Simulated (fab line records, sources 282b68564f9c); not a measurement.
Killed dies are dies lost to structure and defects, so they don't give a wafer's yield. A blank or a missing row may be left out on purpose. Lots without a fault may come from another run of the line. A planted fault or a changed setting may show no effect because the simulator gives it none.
Which tool did it? | flow rit_cmos | 13 lots, 39 wafers sampled, at 4 steps of a route of 202

WHAT THE GAUGES READ, wafer by wafer
RIT_GATE_CD_MEAS_16: target cd 150 nm.
lot  | measured    | on        | cd_nm (nm)
L587 | day 2 12:12 | cd_sem-01 | 147.7 148.7 147.5
L589 | day 2 22:44 | cd_sem-01 | 145.6 147.4 148.7
L590 | day 3 04:55 | cd_sem-02 | 137.0 137.4 134.8
L599 | day 4 23:45 | cd_sem-01 | 150.4 150.7 151.3
L600 | day 5 06:47 | cd_sem-02 | 145.8 145.2 146.8
L601 | day 5 12:01 | cd_sem-01 | 148.0 147.3 148.2
L602 | day 5 14:55 | cd_sem-02 | 147.8 147.1 150.8
L604 | day 6 01:22 | cd_sem-02 | 151.1 152.0 149.0
L605 | day 6 06:33 | cd_sem-01 | 150.4 147.5 148.7
L606 | day 6 12:13 | cd_sem-01 | 149.2 150.4 150.9
L608 | day 6 22:01 | cd_sem-02 | 150.0 152.1 148.2
L609 | day 7 04:55 | cd_sem-02 | 150.3 151.3 151.1
L610 | day 7 09:13 | cd_sem-02 | 153.6 153.5 152.9

WHICH TOOL RAN EACH LOT (tool, then ch and the chambers of the sampled wafers, then the start)
lot  | RIT_ACTIVE_ETCH_13                | RIT_PWELL_STRIP_09                  | RIT_GATE_EXPOSE_13
L587 | rie_diel-03 ch 0,2,3, day 1 14:50 | plasma_asher-03 ch 0,1, day 1 22:16 | iline_stepper-02 ch 0, day 2 11:48
L589 | rie_diel-02 ch 0,1,3, day 2 01:14 | plasma_asher-04 ch 0,1, day 2 09:41 | iline_stepper-01 ch 0, day 2 22:20
L590 | rie_diel-04 ch 0,2,3, day 2 05:52 | plasma_asher-02 ch 0, day 2 13:25   | iline_stepper-01 ch 0, day 3 04:31
L599 | rie_diel-02 ch 1,2,3, day 4 02:44 | plasma_asher-02 ch 0,1, day 4 10:20 | iline_stepper-01 ch 0, day 4 23:21
L600 | rie_diel-03 ch 0,2,3, day 4 08:32 | plasma_asher-04 ch 0,1, day 4 16:09 | iline_stepper-02 ch 0, day 5 06:23
L601 | rie_diel-04 ch 0,1,2, day 4 13:22 | plasma_asher-04 ch 0,1, day 4 22:22 | iline_stepper-01 ch 0, day 5 11:37
L602 | rie_diel-02 ch 2,3, day 4 17:43   | plasma_asher-04 ch 0,1, day 5 01:17 | iline_stepper-01 ch 0, day 5 14:31
L604 | rie_diel-04 ch 0,1, day 5 03:50   | plasma_asher-03 ch 0,1, day 5 11:22 | iline_stepper-02 ch 0, day 6 00:58
L605 | rie_diel-04 ch 0,1,2, day 5 09:01 | plasma_asher-04 ch 0,1, day 5 17:10 | iline_stepper-01 ch 0, day 6 06:04
L606 | rie_diel-02 ch 0,1,3, day 5 13:43 | plasma_asher-04 ch 0,1, day 5 22:23 | iline_stepper-01 ch 0, day 6 11:49
L608 | rie_diel-04 ch 1,3, day 5 23:50   | plasma_asher-02 ch 0,1, day 6 07:19 | iline_stepper-01 ch 0, day 6 21:31
L609 | rie_diel-04 ch 1,2,3, day 6 04:43 | plasma_asher-02 ch 0,1, day 6 12:26 | iline_stepper-02 ch 0, day 7 04:31
L610 | rie_diel-02 ch 0,1,2, day 6 09:43 | plasma_asher-04 ch 0,1, day 6 17:11 | iline_stepper-01 ch 0, day 7 08:49
- RIT_ACTIVE_ETCH_13: etches Si3N4 in SF6, stops on SiO2, time 210 s, target depth 210 nm.
- RIT_PWELL_STRIP_09: strips in O2, time 180 s.
- RIT_GATE_EXPOSE_13: exposes mask M6, target cd 150 nm.

WHAT THE TOOLS THEMSELVES READ (means of the sampled wafers that have a number; where no wafer has one, the mark that the record gives instead)
RIT_ACTIVE_ETCH_13.
lot  | tool        | drypump_motor_current_A (A) | oes_product_au (a.u.) | throttle_valve_pct (%)
L587 | rie_diel-03 | 5.4                         | 0.811                 | 7.62
L589 | rie_diel-02 | 5.9                         | 0.819                 | 7.53
L590 | rie_diel-04 | 5.6                         | 0.818                 | 7.72
L599 | rie_diel-02 | 6.0                         | 0.817                 | 7.46
L600 | rie_diel-03 | 5.3                         | 0.808                 | 7.61
L601 | rie_diel-04 | 5.8                         | 0.824                 | 7.71
L602 | rie_diel-02 | 6.3                         | 0.810                 | 7.36
L604 | rie_diel-04 | 6.1                         | 0.833                 | 7.70
L605 | rie_diel-04 | 5.8                         | 0.831                 | 7.71
L606 | rie_diel-02 | 5.9                         | 0.816                 | 7.53
L608 | rie_diel-04 | 5.9                         | 0.824                 | 7.71
L609 | rie_diel-04 | 5.5                         | 0.820                 | 7.70
L610 | rie_diel-02 | 5.9                         | 0.804                 | 7.47

RIT_PWELL_STRIP_09.
lot  | tool            | drypump_motor_current_A (A) | rf_refl_power_W (W)
L587 | plasma_asher-03 | 5.8                         | 7.1
L589 | plasma_asher-04 | 5.3                         | 8.4
L590 | plasma_asher-02 | 6.3                         | 6.9
L599 | plasma_asher-02 | 5.8                         | 7.2
L600 | plasma_asher-04 | 5.5                         | 9.2
L601 | plasma_asher-04 | 5.5                         | 9.0
L602 | plasma_asher-04 | 5.5                         | 9.4
L604 | plasma_asher-03 | 5.8                         | 7.0
L605 | plasma_asher-04 | 5.5                         | 9.3
L606 | plasma_asher-04 | 5.3                         | 8.4
L608 | plasma_asher-02 | 5.3                         | 7.0
L609 | plasma_asher-02 | 5.8                         | 7.3
L610 | plasma_asher-04 | 5.3                         | 8.7

RIT_GATE_EXPOSE_13.
lot  | tool             | stage_vel_mm_s (mm/s)
L587 | iline_stepper-02 | 499.69
L589 | iline_stepper-01 | 500.06
L590 | iline_stepper-01 | 499.81
L599 | iline_stepper-01 | 500.00
L600 | iline_stepper-02 | 499.68
L601 | iline_stepper-01 | 500.26
L602 | iline_stepper-01 | 500.03
L604 | iline_stepper-02 | 499.76
L605 | iline_stepper-01 | 499.79
L606 | iline_stepper-01 | 499.91
L608 | iline_stepper-01 | 500.27
L609 | iline_stepper-02 | 499.75
L610 | iline_stepper-01 | 499.60

THE ANSWER, worked out from the rows above alone
Rule: what is usual is taken from the lots themselves. Put in order of their means at a reading, lots are off if they are a third of the lots or fewer, leave a main group of 4 or more, and stand apart from it by a gap of 3 or more times the standard deviation of the main group's means; of several such gaps the widest counts. A main group whose means are all the same, to the digits that the tables above print for the reading, isn't used. A lot without any number at a reading at which 4 lots or more have one is off too. The other lots that the step has rows for count as sound. The gauges are gone through in route order, then the tools' own readings, and for those a lot's mean is taken as printed above. The first step at which some lot is off is used, and at that step the reading that is off furthest; a lot without a number counts as furthest.
Off: L590, at RIT_GATE_CD_MEAS_16 (cd_nm). The main group: mean 149.4 nm, standard deviation 1.9.
A tool fits if, at a process step before that reading, it ran every lot that is off, and no sound lot after the first of them. The gauges at RIT_GATE_CD_MEAS_16 are tried like those tools. None of those tried fits.

WHAT THE SIMULATOR HAD PUT IN
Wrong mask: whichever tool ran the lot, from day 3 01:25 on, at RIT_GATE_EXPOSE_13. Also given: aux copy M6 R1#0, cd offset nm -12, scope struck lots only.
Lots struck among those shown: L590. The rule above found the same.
